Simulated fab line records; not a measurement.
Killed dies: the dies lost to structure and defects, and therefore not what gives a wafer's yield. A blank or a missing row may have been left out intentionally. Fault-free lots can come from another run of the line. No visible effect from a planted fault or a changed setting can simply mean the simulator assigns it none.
What tool caused it? :: flow rit-cmos :: 6 lots with 18 wafers sampled at 2 steps, on a route of 202 steps

WHAT THE GAUGES SHOWED, per wafer
RIT_CONTACT_THK_MEAS_01.
lot: L829
measured: day 3 09:32
on: film-metro-04
CONTACT_TEOS_THK (nm): 397 407 400

lot: L831
measured: day 3 18:37
on: film-metro-03
CONTACT_TEOS_THK (nm): 404 406 415

lot: L833
measured: day 4 07:04
on: film-metro-03
CONTACT_TEOS_THK (nm): 403 394 401

lot: L835
measured: day 4 18:32
on: film-metro-03
CONTACT_TEOS_THK (nm): 397 396 405

lot: L843
measured: day 6 06:04
on: film-metro-01
CONTACT_TEOS_THK (nm): 395 321 407

lot: L848
measured: day 7 10:25
on: film-metro-04
CONTACT_TEOS_THK (nm): 402 405 405

WHAT TOOL EACH LOT RAN ON (gives the tool, then ch and the chambers of the sampled wafers, and finally the start)
lot: L829
RIT_CONTACT_CVD_00: pecvd-03 ch 0,1,2, day 3 09:29

lot: L831
RIT_CONTACT_CVD_00: pecvd-04 ch 1,2, day 3 18:34

lot: L833
RIT_CONTACT_CVD_00: pecvd-02 ch 0,1,2, day 4 07:01

lot: L835
RIT_CONTACT_CVD_00: pecvd-03 ch 0,1,2, day 4 18:28

lot: L843
RIT_CONTACT_CVD_00: pecvd-04 ch 0,1,2, day 6 06:01

lot: L848
RIT_CONTACT_CVD_00: pecvd-02 ch 0,2, day 7 10:22
- RIT_CONTACT_CVD_00: deposits SiO2 from TEOS, target thk 400 nm, time 61 s.

THE ANSWER, worked out from the rows above alone
Rule: the lots themselves supply what counts as usual. The widest of any qualifying gaps counts: lots, ordered by their means at a reading, are off when they make up no more than a third of the lots, leave a main group of 4 or more, and stand apart from it by 3 or more times the standard deviation of that group's means. If all means in a main group match to the digits the tables above print for the reading, that group is not used. A lot without any number at a reading at which 4 lots or more have one is off too. Any other lot the step has rows for is counted as sound.
Off: L843, seen at RIT_CONTACT_THK_MEAS_01 (CONTACT_TEOS_THK). The main group has a mean of 402 nm with a standard deviation of 3.4.
A tool fits if, at a process step before that reading, it ran every lot that is off, and no sound lot after the first of them. Those tools and the gauges at RIT_CONTACT_THK_MEAS_01 are tried in the same way. Undecided on this evidence; 2 tools fit (pecvd-04 at RIT_CONTACT_CVD_00, film-metro-01 at RIT_CONTACT_THK_MEAS_01).

WHAT WAS PUT IN BY THE SIMULATOR
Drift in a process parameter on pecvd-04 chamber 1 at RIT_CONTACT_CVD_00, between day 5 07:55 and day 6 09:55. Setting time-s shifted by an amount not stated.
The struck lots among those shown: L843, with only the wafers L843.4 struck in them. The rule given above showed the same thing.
